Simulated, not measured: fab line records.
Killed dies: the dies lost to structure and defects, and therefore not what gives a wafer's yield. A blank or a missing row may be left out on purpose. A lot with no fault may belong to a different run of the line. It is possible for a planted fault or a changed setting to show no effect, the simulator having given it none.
The tool behind it: which one? | flow berkeleyCmos170 | 15 lots, 45 wafers sampled, at 4 steps of a route of 331

== WHAT THE GAUGES SHOWED, per wafer ==
UCB170_NVT_OVL_MEAS_06. Usual: for NVT_OVL the level is 0 nm and the standard deviation is 5.6.
lot  | measured     | on         | NVT_OVL (nm) | flag
L994 | day 6 01:11  | overlay-02 | -7 -4 -8     | 
L995 | day 6 01:23  | overlay-02 | 1 0 1        | 
L998 | day 6 04:59  | overlay-01 | 5 0 11       | 
L104 | day 7 12:38  | overlay-01 | -2 -2 -3     | 
L105 | day 8 07:04  | overlay-01 | 3 3 3        | 
L106 | day 8 06:49  | overlay-02 | -10 -2 -2    | 
L108 | day 8 15:45  | overlay-02 | 8 -1 4       | 
L109 | day 8 16:01  | overlay-02 | -2 -3 -2     | 
L111 | day 9 12:49  | overlay-01 | -3 -4 -4     | 
L113 | day 9 18:48  | overlay-01 | -2 0 -2      | 
L114 | day 10 00:47 | overlay-01 | -4 2 5       | 
L115 | day 10 01:01 | overlay-02 | 5 3 1        | 

UCB170_M3_OVL_MEAS_16. Usual: for M3_OVL the level is -2 nm and the standard deviation is 5.4.
lot  | measured     | on         | M3_OVL (nm) | flag
L994 | day 8 11:51  | overlay-01 | -5 -6 -2    | 
L995 | day 8 11:44  | overlay-02 | 1 8 10      | 
L998 | day 8 11:20  | overlay-01 | -7 -2 -1    | 
L104 | day 9 15:22  | overlay-01 | 3 -1 -10    | 
L105 | day 10 13:43 | overlay-02 | 0 7 -6      | 
L106 | day 10 14:01 | overlay-01 | -5 -6 -4    | 
L108 | day 11 05:40 | overlay-02 | -3 -3 -11   | 
L109 | day 11 05:55 | overlay-02 | 1 1 -4      | 
L111 | day 11 21:31 | overlay-02 | 5 -6 -4     | 
L113 | day 11 20:57 | overlay-01 | 0 -4 -2     | 
L114 | day 12 06:55 | overlay-01 | 3 -7 6      | 
L115 | day 12 07:28 | overlay-02 | -8 -4 -2    | 

== TOOL THAT RAN EACH LOT (tool first, then ch and the chambers of the sampled wafers, then the start) ==
lot  | UCB170_SCREENOX_WET_ETCH_00   | UCB170_M1_ETCH_11
L994 | wetBench-01 ch 2, day 5 18:19 | rieDiel-03 ch 0,3, day 7 18:18
L995 | wetBench-01 ch 3, day 5 18:19 | rieDiel-01 ch 0,1,3, day 7 18:10
L998 | wetBench-03 ch 1, day 5 22:03 | rieDiel-03 ch 0,2, day 7 18:02
L999 | wetBench-03 ch 0, day 6 06:30 | -
L100 | wetBench-03 ch 1, day 6 06:30 | -
L101 | wetBench-01 ch 2, day 6 22:47 | -
L104 | wetBench-04 ch 3, day 7 04:18 | rieDiel-04 ch 1,2, day 9 00:55
L105 | wetBench-03 ch 0, day 7 20:21 | rieDiel-03 ch 1,2, day 9 18:41
L106 | wetBench-03 ch 1, day 7 20:21 | rieDiel-03 ch 1,2,3, day 9 17:34
L108 | wetBench-04 ch 3, day 8 08:18 | rieDiel-03 ch 0,1,3, day 10 11:23
L109 | wetBench-04 ch 1, day 8 08:18 | rieDiel-04 ch 0,1,2, day 10 13:28
L111 | wetBench-03 ch 0, day 9 02:14 | rieDiel-01 ch 0,1,3, day 11 04:41
L113 | wetBench-01 ch 2, day 9 09:44 | rieDiel-01 ch 2,3, day 11 05:40
L114 | wetBench-04 ch 3, day 9 15:14 | rieDiel-01 ch 0,1,3, day 11 12:56
L115 | wetBench-04 ch 1, day 9 15:14 | rieDiel-04 ch 1,2, day 11 13:10
- UCB170_SCREENOX_WET_ETCH_00: etches SiO2 in dHF, time 200 s.
- UCB170_M1_ETCH_11: etches BARC in N2/H2.

== WHAT THE TOOLS THEMSELVES READ (means of the sampled wafers that have a number; where no wafer has one, the mark that the record gives instead) ==
UCB170_SCREENOX_WET_ETCH_00. Usual: bathHeatDutyPct 6.6 %, standard deviation 0.91; runLengthS 229 s, standard deviation 3.5.
lot  | tool        | bathHeatDutyPct (%) | runLengthS (s) | flag
L994 | wetBench-01 | 5.4                 | 232            | 
L995 | wetBench-01 | 6.3                 | 233            | 
L998 | wetBench-03 | 5.9                 | 228            | 
L999 | wetBench-03 | -                   | -              | OFF
L100 | wetBench-03 | -                   | -              | OFF
L101 | wetBench-01 | -                   | -              | OFF
L104 | wetBench-04 | 8.5                 | 233            | 
L105 | wetBench-03 | 6.4                 | 226            | 
L106 | wetBench-03 | 6.3                 | 226            | 
L108 | wetBench-04 | 8.7                 | 233            | 
L109 | wetBench-04 | 6.8                 | 232            | 
L111 | wetBench-03 | 6.4                 | 226            | 
L113 | wetBench-01 | 6.2                 | 223            | 
L114 | wetBench-04 | 7.6                 | 234            | 
L115 | wetBench-04 | 6.4                 | 232            | 

UCB170_M1_ETCH_11. Usual: biasW 100.0 W, standard deviation 0.33; chamberPressureMTorr 30.00 mTorr, standard deviation 0.031; drypumpMotorCurrentA 5.6 A, standard deviation 0.44; oesProductAu 1.000 a.u., standard deviation 0.015; throttleValvePct 13.40 %, standard deviation 0.16.
lot  | tool       | biasW (W) | chamberPressureMTorr (mTorr) | drypumpMotorCurrentA (A) | oesProductAu (a.u.) | throttleValvePct (%) | flag
L994 | rieDiel-03 | 100.2     | 29.97                        | 5.7                      | 1.009               | 13.36                | 
L995 | rieDiel-01 | 99.8      | 30.01                        | 5.8                      | 0.996               | 13.24                | 
L998 | rieDiel-03 | 100.2     | 29.99                        | 6.2                      | 1.000               | 13.51                | 
L104 | rieDiel-04 | 99.7      | 30.01                        | 5.3                      | 0.999               | 13.58                | 
L105 | rieDiel-03 | 99.6      | 29.98                        | 6.3                      | 1.011               | 13.55                | 
L106 | rieDiel-03 | 100.1     | 29.98                        | 5.9                      | 0.994               | 13.43                | 
L108 | rieDiel-03 | 100.1     | 29.98                        | 5.7                      | 0.992               | 13.36                | 
L109 | rieDiel-04 | 100.1     | 29.92                        | 5.3                      | 0.996               | 13.49                | 
L111 | rieDiel-01 | 99.9      | 30.01                        | 5.8                      | 1.001               | 13.23                | 
L113 | rieDiel-01 | 100.1     | 30.02                        | 5.8                      | 1.002               | 13.34                | 
L114 | rieDiel-01 | 99.9      | 30.00                        | 5.8                      | 0.997               | 13.23                | 
L115 | rieDiel-04 | 99.7      | 30.01                        | 5.5                      | 0.990               | 13.56                | 

== THE ANSWER, worked out from the rows above alone ==
Rule: a lot is off if the mean of its wafers that have a number lies more than 3 standard deviations from the usual mean. Also off: a lot with no number at a reading for which 4 or more lots have one. Any other lot the step has rows for is counted as sound. The gauges are gone through in route order, then the tools' own readings, and for those a lot's mean is taken as printed above. The first step at which some lot is off is used, and at that step the reading that is off furthest; a lot without a number counts as furthest.
Off at UCB170_SCREENOX_WET_ETCH_00 (bathHeatDutyPct): L999, L100, L101. Without a number there: L999, L100, L101.
A tool fits if, at that step or a process step before it, it ran every lot that is off, and no sound lot after the first of them. None of those tried fits.

== WHAT HAD BEEN PUT IN BY THE SIMULATOR ==
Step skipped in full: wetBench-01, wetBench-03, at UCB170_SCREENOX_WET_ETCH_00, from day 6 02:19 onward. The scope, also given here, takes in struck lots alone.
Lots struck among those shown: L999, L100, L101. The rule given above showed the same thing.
